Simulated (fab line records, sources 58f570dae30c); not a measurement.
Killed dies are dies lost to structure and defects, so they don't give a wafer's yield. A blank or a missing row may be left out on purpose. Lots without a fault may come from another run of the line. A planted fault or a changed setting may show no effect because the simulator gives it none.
Which tool did it? | flow berkeley_cmos170 | 14 lots, 42 wafers sampled, at 4 steps of a route of 331

WHAT THE GAUGES READ, wafer by wafer
UCB170_PWELL_TW_MEAS_17.
lot  | measured    | on            | PWELL_TW
L600 | day 3 18:01 | film_metro-03 | 385.0 385.5 383.4
L599 | day 3 18:21 | film_metro-03 | 385.7 386.6 383.9
L601 | day 3 23:17 | film_metro-03 | 383.5 382.2 381.8
L602 | day 4 04:49 | film_metro-02 | 381.8 379.2 379.0
L603 | day 4 05:11 | film_metro-02 | 380.9 380.8 381.3
L606 | day 4 23:08 | film_metro-02 | 377.8 378.9 380.3
L605 | day 4 22:53 | film_metro-02 | 380.5 380.3 382.4
L609 | day 5 17:44 | film_metro-03 | 382.3 381.3 380.9
L612 | day 6 04:37 | film_metro-02 | 380.7 379.5 380.9
L616 | day 7 03:57 | film_metro-04 | 376.2 374.7 376.1
L621 | day 8 09:19 | film_metro-02 | 380.5 381.0 380.1
L622 | day 8 08:42 | film_metro-02 | 380.4 380.4 381.0

UCB170_WELLDRIVE_THK_MEAS_02.
lot  | measured    | on            | WELLDRIVE_OXIDE_THK (nm)
L600 | day 4 05:20 | film_metro-01 | 188 196 190
L599 | day 4 05:22 | film_metro-03 | 199 198 200
L601 | day 4 11:56 | film_metro-01 | 203 198 198
L602 | day 4 20:36 | film_metro-01 | 203 203 204
L603 | day 4 20:41 | film_metro-01 | 199 198 200
L606 | day 5 11:02 | film_metro-03 | 200 197 201
L605 | day 5 11:02 | film_metro-01 | 201 198 199
L609 | day 6 06:34 | film_metro-01 | 196 195 194
L612 | day 6 15:53 | film_metro-01 | 205 198 207
L616 | day 7 16:41 | film_metro-03 | 201 202 202
L621 | day 8 21:27 | film_metro-03 | 191 192 197
L622 | day 8 21:28 | film_metro-01 | 200 201 202

UCB170_ACTIVE_CD_MEAS_13: target cd 1200 nm.
lot  | measured    | on        | cd_nm (nm)
L600 | day 5 09:25 | cd_sem-01 | 1203.7 1203.0 1205.1
L599 | day 5 09:41 | cd_sem-02 | 1203.1 1201.0 1202.0
L601 | day 5 16:49 | cd_sem-01 | 1196.6 1197.0 1195.9
L602 | day 5 20:25 | cd_sem-01 | 1201.5 1201.6 1200.2
L603 | day 5 20:35 | cd_sem-02 | 1201.1 1198.2 1199.4
L606 | day 6 06:55 | cd_sem-02 | 1201.3 1200.7 1199.4
L605 | day 6 06:53 | cd_sem-01 | 1201.6 1200.8 1201.5
L609 | day 7 02:04 | cd_sem-01 | 1201.1 1201.1 1200.0
L612 | day 7 14:43 | cd_sem-01 | 1200.2 1199.7 1199.3
L616 | day 8 15:46 | cd_sem-01 | 1197.6 1199.5 1198.4
L621 | day 9 15:15 | cd_sem-02 | 1202.0 1200.0 1201.8
L622 | day 9 14:56 | cd_sem-02 | 1198.2 1197.3 1199.1

WHICH TOOL RAN EACH LOT (tool, then ch and the chambers of the sampled wafers, then the start)
lot  | UCB170_ZERO_ETCH_06
L600 | rie_diel-02 ch 0,3, day 1 23:46
L599 | rie_diel-01 ch 0,1, day 1 23:52
L601 | rie_diel-01 ch 0,1,2, day 2 08:41
L602 | rie_diel-01 ch 0,1,2, day 2 15:17
L603 | rie_diel-01 ch 0,1,2, day 2 19:25
L606 | rie_diel-03 ch 0,1, day 3 06:33
L605 | rie_diel-02 ch 0,1,3, day 3 06:55
L609 | rie_diel-01 ch 0,1,2, day 4 00:10
L612 | rie_diel-03 ch 1,2,3, day 4 15:36
L613 | rie_diel-03 ch 1,3, day 5 06:16
L615 | rie_diel-01 ch 0,1,2, day 5 12:54
L616 | rie_diel-01 ch 0,1,3, day 5 14:27
L621 | rie_diel-01 ch 0,2, day 6 14:55
L622 | rie_diel-02 ch 0,1, day 6 15:13
- UCB170_ZERO_ETCH_06: etches SiO2 in CHF3/CF4/Ar, time 12 s.

WHAT THE TOOLS THEMSELVES READ (means of the sampled wafers that have a number; where no wafer has one, the mark that the record gives instead)
UCB170_ZERO_ETCH_06.
lot  | tool        | CHF3_flow_sccm (sccm) | cf4_flow_sccm (sccm) | drypump_motor_current_A (A) | oes_product_au (a.u.) | throttle_valve_pct (%)
L600 | rie_diel-02 | 50.01                 | 9.983                | 5.7                         | 0.603                 | 9.30
L599 | rie_diel-01 | 49.88                 | 9.986                | 5.6                         | 0.606                 | 9.30
L601 | rie_diel-01 | 50.06                 | 9.994                | 5.5                         | 0.613                 | 9.20
L602 | rie_diel-01 | 49.92                 | 9.997                | 5.5                         | 0.610                 | 9.20
L603 | rie_diel-01 | 49.96                 | 10.008               | 5.5                         | 0.611                 | 9.19
L606 | rie_diel-03 | 50.09                 | 10.005               | 5.4                         | 0.626                 | 9.27
L605 | rie_diel-02 | 49.93                 | 9.978                | 6.1                         | 0.610                 | 9.26
L609 | rie_diel-01 | 49.92                 | 9.989                | 5.5                         | 0.614                 | 9.20
L612 | rie_diel-03 | 50.04                 | 9.971                | 5.8                         | 0.608                 | 9.24
L613 | rie_diel-03 | -                     | -                    | -                           | -                     | -
L615 | rie_diel-01 | -                     | -                    | -                           | -                     | -
L616 | rie_diel-01 | 49.99                 | 9.974                | 5.2                         | 0.612                 | 9.31
L621 | rie_diel-01 | 50.00                 | 10.016               | 5.8                         | 0.612                 | 9.03
L622 | rie_diel-02 | 50.08                 | 10.011               | 6.3                         | 0.627                 | 9.12

THE ANSWER, worked out from the rows above alone
Rule: what is usual is taken from the lots themselves. Put in order of their means at a reading, lots are off if they are a third of the lots or fewer, leave a main group of 4 or more, and stand apart from it by a gap of 3 or more times the standard deviation of the main group's means; of several such gaps the widest counts. A main group whose means are all the same, to the digits that the tables above print for the reading, isn't used. A lot without any number at a reading at which 4 lots or more have one is off too. The other lots that the step has rows for count as sound. The gauges are gone through in route order, then the tools' own readings, and for those a lot's mean is taken as printed above. The first step at which some lot is off is used, and at that step the reading that is off furthest; a lot without a number counts as furthest.
Off: L613, L615, at UCB170_ZERO_ETCH_06 (CHF3_flow_sccm). Without a number there: L613, L615. The main group: mean 49.99 sccm, standard deviation 0.066.
A tool fits if, at that step or a process step before it, it ran every lot that is off, and no sound lot after the first of them. None of those tried fits.

WHAT THE SIMULATOR HAD PUT IN
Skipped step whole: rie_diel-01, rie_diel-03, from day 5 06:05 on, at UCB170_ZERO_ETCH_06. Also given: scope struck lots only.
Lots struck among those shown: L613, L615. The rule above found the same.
